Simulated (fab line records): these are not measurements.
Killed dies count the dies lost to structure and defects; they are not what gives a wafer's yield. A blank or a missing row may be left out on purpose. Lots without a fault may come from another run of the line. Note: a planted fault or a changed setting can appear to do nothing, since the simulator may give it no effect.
Which tool is to blame? + flow berkeleyCmos170 + 15 lots with 45 wafers sampled at 2 steps, on a route of 331 steps

== WHAT EACH GAUGE READ, for each wafer ==
UCB170_V2_OVL_MEAS_13. Usual: V2_OVL typically reads -2 nm, with standard deviation 5.5.
| lot  | measured     | on         | V2_OVL (nm) | flag |
|------|--------------|------------|-------------|------|
| L335 | day 8 10:27  | overlay-02 | -7 -6 -7    |      |
| L337 | day 8 13:14  | overlay-02 | -3 -2 -6    |      |
| L336 | day 8 17:38  | overlay-01 | 0 -2 -7     |      |
| L338 | day 8 13:52  | overlay-02 | -7 -1 -7    |      |
| L339 | day 8 18:40  | overlay-01 | -1 -4 6     |      |
| L340 | day 9 17:47  | overlay-01 | -1 -1 -6    |      |
| L341 | day 9 17:31  | overlay-02 | 4 3 4       |      |
| L342 | day 9 17:11  | overlay-02 | -2 -5 -4    |      |
| L343 | day 10 01:04 | overlay-01 | 4 -4 7      |      |
| L351 | day 11 13:13 | overlay-01 | -1 -6 -2    |      |
| L354 | day 12 08:30 | overlay-02 | -16 1 -5    |      |
| L355 | day 12 08:49 | overlay-01 | 0 0 4       |      |
| L356 | day 12 23:05 | overlay-01 | 8 1 3       |      |
| L357 | day 12 20:43 | overlay-01 | -9 -14 -8   |      |
| L358 | day 13 09:40 | overlay-02 | 4 0 8       |      |

== TOOL THAT RAN EACH LOT (tool first, then ch and the chambers of the sampled wafers, then the start) ==
| lot  | UCB170_GATE_OXIDATION_01      |
|------|-------------------------------|
| L335 | furnace-04 ch 0, day 6 12:55  |
| L337 | furnace-04 ch 0, day 6 12:55  |
| L336 | furnace-04 ch 0, day 6 21:05  |
| L338 | furnace-04 ch 0, day 6 21:05  |
| L339 | furnace-04 ch 0, day 6 21:05  |
| L340 | furnace-04 ch 0, day 7 19:46  |
| L341 | furnace-04 ch 0, day 7 19:46  |
| L342 | furnace-04 ch 0, day 7 19:46  |
| L343 | furnace-01 ch 0, day 8 06:05  |
| L351 | furnace-01 ch 0, day 9 15:59  |
| L354 | furnace-01 ch 0, day 10 10:38 |
| L355 | furnace-01 ch 0, day 10 10:38 |
| L356 | furnace-01 ch 0, day 11 02:04 |
| L357 | furnace-01 ch 0, day 11 02:04 |
| L358 | furnace-02 ch 0, day 11 12:47 |
- UCB170_GATE_OXIDATION_01: target thk 6.6 nm, ox time 1800 s.

== WHAT THE TOOLS THEMSELVES READ (means of the sampled wafers that have a number; where no wafer has one, the mark that the record gives instead) ==
The record holds no such reading with a usual standard deviation.

== THE ANSWER, worked out from the rows above alone ==
Rule: take the mean of a lot's wafers that have a number; if it is more than 3 standard deviations from the usual mean, the lot is off. A lot without any number at a reading at which 4 lots or more have one is off too. The other lots that the step has rows for count as sound. The gauges are gone through in route order, then the tools' own readings, and for those a lot's mean is taken as printed above. At the first step where some lot is off, the reading lying furthest off is the one used; lots without a number count as furthest.
Nothing can be told from this: no lot is off at any reading shown.

== WHAT WAS PUT IN BY THE SIMULATOR ==
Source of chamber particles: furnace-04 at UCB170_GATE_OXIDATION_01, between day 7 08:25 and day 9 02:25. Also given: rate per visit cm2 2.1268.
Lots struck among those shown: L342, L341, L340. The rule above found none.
